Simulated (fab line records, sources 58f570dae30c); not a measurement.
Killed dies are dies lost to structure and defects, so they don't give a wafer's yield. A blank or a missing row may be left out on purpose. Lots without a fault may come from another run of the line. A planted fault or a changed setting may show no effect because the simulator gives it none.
Tool commonality check | flow berkeley_cmos170 | 13 lots, 39 wafers sampled

WHY IT WAS OPENED
At UCB170_M2_RS_MEAS_02 the reading M2_AL_RS is flagged on 2 of 13 lots. Wafers without a fault read 0.0323 ohm/sq, standard deviation 0.00046.
Rule: a lot is flagged when every wafer of it that has a number lies more than 4 standard deviations from that mean, or none has a number. The other lots count as sound.

lot  | measured     | on            | M2_AL_RS (ohm/sq), wafer by wafer | flag
L817 | day 8 12:49  | film_metro-03 | 0.0328 0.0322 0.0329              |
L816 | day 8 14:01  | film_metro-03 | 0.0316 0.0321 0.0316              |
L820 | day 9 00:50  | film_metro-02 | 0.0323 0.0317 0.0322              |
L821 | day 9 01:25  | film_metro-02 | 0.0313 0.0315 0.0313              |
L818 | day 9 02:52  | film_metro-03 | 0.0324 0.0328 0.0326              |
L819 | day 9 05:45  | film_metro-04 | 0.0316 0.0329 0.0322              |
L825 | day 10 03:02 | film_metro-03 | 0.0486 0.0483 0.0478              | FLAGGED
L827 | day 10 05:05 | film_metro-03 | 0.0503 0.0474 0.0493              | FLAGGED
L833 | day 11 14:47 | film_metro-03 | 0.0325 0.0324 0.0331              |
L832 | day 11 17:17 | film_metro-02 | 0.0326 0.0323 0.0318              |
L835 | day 12 01:07 | film_metro-03 | 0.0322 0.0320 0.0325              |
L837 | day 13 02:17 | film_metro-02 | 0.0322 0.0327 0.0325              |
L839 | day 13 07:02 | film_metro-03 | 0.0330 0.0320 0.0322              |
The numbers of the flagged lots are 0.0486 ohm/sq on average: +0.0163 ohm/sq against the usual, or +35 standard deviations.

WHICH TOOL RAN EACH LOT
The record holds 3 process steps before the reading, out of a route of 331 steps. In each cell: the tool, then ch and the chambers that the sampled wafers went through, then the start.
lot  | flag    | UCB170_NLDD_STRIP_10                 | UCB170_BACKSIDE_STRIP_03             | UCB170_M2_SPUTTER_01
L817 |         | plasma_asher-04 ch 0,1, day 7 09:11  | plasma_asher-04 ch 0,1, day 7 23:25  | pvd_sputter-03, day 8 12:41
L816 |         | plasma_asher-04 ch 0,1, day 7 09:37  | plasma_asher-04 ch 0,1, day 7 23:50  | pvd_sputter-04, day 8 13:55
L820 |         | plasma_asher-03 ch 0,1, day 8 00:44  | plasma_asher-01 ch 0,1, day 8 10:50  | pvd_sputter-02, day 9 00:46
L821 |         | plasma_asher-03 ch 0,1, day 8 02:24  | plasma_asher-04 ch 0,1, day 8 11:05  | pvd_sputter-04, day 9 01:19
L818 |         | plasma_asher-01 ch 0,1, day 8 02:38  | plasma_asher-02 ch 0,1, day 8 11:14  | pvd_sputter-03, day 9 02:47
L819 |         | plasma_asher-01 ch 0,1, day 8 02:03  | plasma_asher-01 ch 0,1, day 8 11:20  | pvd_sputter-02, day 9 05:40
L825 | FLAGGED | plasma_asher-01 ch 0,1, day 9 02:56  | plasma_asher-04 ch 0,1, day 9 13:09  | pvd_sputter-02, day 10 02:57
L827 | FLAGGED | plasma_asher-04 ch 0,1, day 9 03:56  | plasma_asher-02 ch 0,1, day 9 13:51  | pvd_sputter-02, day 10 04:56
L833 |         | plasma_asher-04 ch 0,1, day 10 14:58 | plasma_asher-02 ch 0,1, day 11 01:40 | pvd_sputter-04, day 11 14:41
L832 |         | plasma_asher-01 ch 0,1, day 10 15:21 | plasma_asher-04 ch 0,1, day 11 01:55 | pvd_sputter-03, day 11 17:11
L835 |         | plasma_asher-03 ch 0,1, day 10 23:52 | plasma_asher-01 ch 0,1, day 11 13:13 | pvd_sputter-04, day 12 01:01
L837 |         | plasma_asher-01 ch 0,1, day 11 22:55 | plasma_asher-02 ch 1, day 12 11:32   | pvd_sputter-03, day 13 02:11
L839 |         | plasma_asher-01 ch 0,1, day 12 05:20 | plasma_asher-04 ch 0,1, day 12 15:52 | pvd_sputter-03, day 13 06:57
What these steps do:
- UCB170_NLDD_STRIP_10: strips in O2.
- UCB170_BACKSIDE_STRIP_03: strips in O2.
- UCB170_M2_SPUTTER_01: material Al, target thk 900 nm, time 120 s.
- UCB170_M2_RS_MEAS_02: measures by four-point-probe.

FLAGGED OVER TOTAL, TOOL BY TOOL (the gauges that took the reading come last)
step                     | tool            | lots run | flagged | share of the flagged lots | sound lots run after its first flagged lot
UCB170_NLDD_STRIP_10     | plasma_asher-01 | 6        | 1       | some                      | 3 (L832,L837,L839)
UCB170_NLDD_STRIP_10     | plasma_asher-03 | 3        | 0       | none                      | -
UCB170_NLDD_STRIP_10     | plasma_asher-04 | 4        | 1       | some                      | 1 (L833)
UCB170_BACKSIDE_STRIP_03 | plasma_asher-01 | 3        | 0       | none                      | -
UCB170_BACKSIDE_STRIP_03 | plasma_asher-02 | 4        | 1       | some                      | 2 (L833,L837)
UCB170_BACKSIDE_STRIP_03 | plasma_asher-04 | 6        | 1       | some                      | 2 (L832,L839)
UCB170_M2_SPUTTER_01     | pvd_sputter-02  | 4        | 2       | all                       | 0
UCB170_M2_SPUTTER_01     | pvd_sputter-03  | 5        | 0       | none                      | -
UCB170_M2_SPUTTER_01     | pvd_sputter-04  | 4        | 0       | none                      | -
UCB170_M2_RS_MEAS_02     | film_metro-02   | 4        | 0       | none                      | -
UCB170_M2_RS_MEAS_02     | film_metro-03   | 8        | 2       | all                       | 3 (L833,L835,L839)
UCB170_M2_RS_MEAS_02     | film_metro-04   | 1        | 0       | none                      | -

WHAT THE TABLE ALLOWS
2 rows of the table ran every flagged lot: pvd_sputter-02 at UCB170_M2_SPUTTER_01, film_metro-03 at UCB170_M2_RS_MEAS_02.
- pvd_sputter-02 at UCB170_M2_SPUTTER_01: 2 of its 4 lots flagged. Its last sound lot is L819 (day 9 05:40), its first flagged lot L825 (day 10 02:57): a fault that began between those two fits.
- film_metro-03 at UCB170_M2_RS_MEAS_02: 2 of its 8 lots flagged. Sound lots ran on it after the first flagged one (L833, L835, L839), which a lasting fault on the whole tool wouldn't allow.
One tool is left: pvd_sputter-02 at UCB170_M2_SPUTTER_01.

WHAT THE SIMULATOR HAD PUT IN
Process parameter drift: pvd_sputter-02, from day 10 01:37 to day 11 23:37, at UCB170_M2_SPUTTER_01. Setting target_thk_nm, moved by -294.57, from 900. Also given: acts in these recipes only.
Lots struck among those shown: L825, L827. The rule above found the same.
